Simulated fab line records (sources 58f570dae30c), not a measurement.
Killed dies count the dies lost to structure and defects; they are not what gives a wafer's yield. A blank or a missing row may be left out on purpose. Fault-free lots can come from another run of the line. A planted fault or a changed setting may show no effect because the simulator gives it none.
Which tool did it? | flow berkeley_cmos170 | 45 wafers sampled from 15 lots at 1 step of a route of 331

== WHAT THE GAUGES SHOWED, per wafer ==
UCB170_NWELL_THK_MEAS_05. Usual: NWELL_NITRIDE_THK typically reads 223.6 nm, with standard deviation 1.9.
lot  | measured    | on            | NWELL_NITRIDE_THK (nm) | flag
L772 | day 2 09:23 | film_metro-01 | 225.2 223.8 226.6      |
L774 | day 2 18:25 | film_metro-04 | 221.8 221.6 222.9      |
L775 | day 3 04:01 | film_metro-01 | 225.0 224.2 222.9      |
L777 | day 3 13:48 | film_metro-03 | 220.0 220.1 220.5      |
L776 | day 3 13:49 | film_metro-01 | 225.8 225.5 226.4      |
L779 | day 3 22:37 | film_metro-04 | 224.2 223.2 223.6      |
L780 | day 3 22:37 | film_metro-03 | 223.8 222.8 223.7      |
L781 | day 4 01:08 | film_metro-03 | 222.3 222.5 222.4      |
L783 | day 4 09:08 | film_metro-03 | 223.3 225.3 224.8      |
L787 | day 5 08:04 | film_metro-01 | 222.3 220.2 224.2      |
L791 | day 6 02:34 | film_metro-01 | 223.7 221.9 222.6      |
L792 | day 6 09:44 | film_metro-01 | 224.7 222.7 224.6      |
L793 | day 6 20:17 | film_metro-01 | 226.1 227.6 226.8      |
L794 | day 6 23:44 | film_metro-01 | 225.4 224.1 224.4      |
L795 | day 7 03:47 | film_metro-03 | 220.6 222.1 220.7      |

== WHICH TOOL RAN EACH LOT (tool, then ch and the chambers of the sampled wafers, then the start) ==
Record: no process step prior to these readings.

== AS READ BY THE TOOLS THEMSELVES (means over the sampled wafers that have a number; for cases with no such wafer, the mark the record gives instead) ==
The record holds no such reading with a usual standard deviation.

== THE ANSWER, worked out from the rows above alone ==
Rule: a lot is off if the mean of its wafers that have a number lies more than 3 standard deviations from the usual mean. Also off: a lot with no number at a reading for which 4 or more lots have one. Where the step has rows for the other lots, those lots are counted as sound. After the gauges, taken in route order, come the tools' own readings; for these a lot's mean is taken, as printed above. At the first step where some lot is off, the reading lying furthest off is the one used; lots without a number count as furthest.
No lot is off on any of the readings shown, so nothing can be concluded from this.

== WHAT THE SIMULATOR PUT IN ==
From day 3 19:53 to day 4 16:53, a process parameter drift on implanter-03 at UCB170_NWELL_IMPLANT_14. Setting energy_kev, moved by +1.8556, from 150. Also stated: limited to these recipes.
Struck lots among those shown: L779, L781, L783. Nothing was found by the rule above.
